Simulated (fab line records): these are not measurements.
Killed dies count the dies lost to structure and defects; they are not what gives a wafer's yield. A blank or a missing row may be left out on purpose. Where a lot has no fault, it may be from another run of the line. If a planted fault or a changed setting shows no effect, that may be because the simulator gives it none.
Split-lot experiment -- flow ritCmos -- 5 lots, 23 wafers read, on a route of 202 steps

== ON THE SPLIT ==
At RIT_PRETRO_IMPLANT_08, the setting energyKev was moved away from the recipe's 45 on 12 of the 23 wafers read, by -5.2% to -1.9%. All remaining wafers had this setting at the recipe value.

The reading comes from the split's own step.

== THE READING ==
In nm, at RIT_PRETRO_IMPLANT_08: implant.drpNm, which is the simulator's own figure and was read by no gauge. There is no usual value for it anywhere in the file.

wafer,"tool, chamber at the split",energyKev as run,against the recipe,"implant.drpNm, nm",against lot-mates on the recipe
L075.1,"implanter-03, 0",45,recipe,55.07,-
L075.4,"implanter-03, 0",45,recipe,55.07,-
L075.6,"implanter-03, 0",45,recipe,55.07,-
L077.1,"implanter-03, 0",44.16,-1.9%,54.46,-0.61
L077.3,"implanter-03, 0",44.16,-1.9%,54.46,-0.61
L077.6,"implanter-03, 0",44.16,-1.9%,54.46,-0.61
L077.2,"implanter-03, 0",45,recipe,55.07,-
L077.4,"implanter-03, 0",45,recipe,55.07,-
L078.2,"implanter-04, 0",45,recipe,55.07,-
L078.4,"implanter-04, 0",45,recipe,55.07,-
L078.3,"implanter-04, 0",43.29,-3.8%,53.81,-1.26
L078.5,"implanter-04, 0",43.29,-3.8%,53.81,-1.26
L078.6,"implanter-04, 0",43.29,-3.8%,53.81,-1.26
L080.1,"implanter-01, 0",42.66,-5.2%,53.34,-1.73
L080.2,"implanter-01, 0",42.66,-5.2%,53.34,-1.73
L080.3,"implanter-01, 0",42.66,-5.2%,53.34,-1.73
L080.4,"implanter-01, 0",45,recipe,55.07,-
L080.6,"implanter-01, 0",45,recipe,55.07,-
L085.1,"implanter-01, 0",45,recipe,55.07,-
L085.4,"implanter-01, 0",45,recipe,55.07,-
L085.2,"implanter-01, 0",43.82,-2.6%,54.21,-0.86
L085.3,"implanter-01, 0",43.82,-2.6%,54.21,-0.86
L085.5,"implanter-01, 0",43.82,-2.6%,54.21,-0.86

FIT RESULTS
A straight line over all 23 wafers: implant.drpNm changes by +0.332 nm for each +1% of energyKev; r = +1.00; the points scatter about the line by 0.005 nm.
The same after taking each lot's own level away (the mean of its wafers on the recipe; 23 wafers): +0.332 nm for each +1%; r = +1.00; scatter 0.005 nm.
According to that fit, moving energyKev by its largest amount changes the reading by 1.7 nm.
The lots' own levels span 55.070 to 55.070 nm.
So the lot-to-lot level changes the slope little: the two slopes agree.
Check: for one of the wafers moved furthest among these (-5.2%), held out of the fit, the line's prediction against its lot-mates is -1.72 nm. Against them it came out at -1.73 nm.

== THE OTHER SPLITS THESE WAFERS WENT THROUGH ==
Before the reading, these wafers also passed through other splits. Each is held against what the fit with the lots' levels taken away leaves over:
other split on the same wafers,wafers away from the commonest value,r with implant.drpNm (lot level and that fit taken away)
RIT_FOX2_OXIDATION_00 tempC,15,-0.29
RIT_PWELL_SOFTBAKE_02 tempC,7,+0.01
RIT_PWELL_IMPLANT_08 doseCm2,10,-0.11
RIT_NRETRO_COAT_01 resistThkNm,8,+0.38

== THE WHOLE CHAIN: every reading that the file lists as answering this split, in the file's order ==
step,what it does,reading,change (the file's fit),r (the file's)
RIT_PRETRO_IMPLANT_08,,"implant.rpNm (the simulator's own value, which no gauge read)",+1.41 nm for each +1% of the setting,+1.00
RIT_PRETRO_IMPLANT_08,,"implant.drpNm (the simulator's own value, which no gauge read)",+0.332 nm for each +1% of the setting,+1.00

== THE FILE'S OWN FIT ==
implant.drpNm changes by +0.332 nm for each +1% of energyKev, r = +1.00.
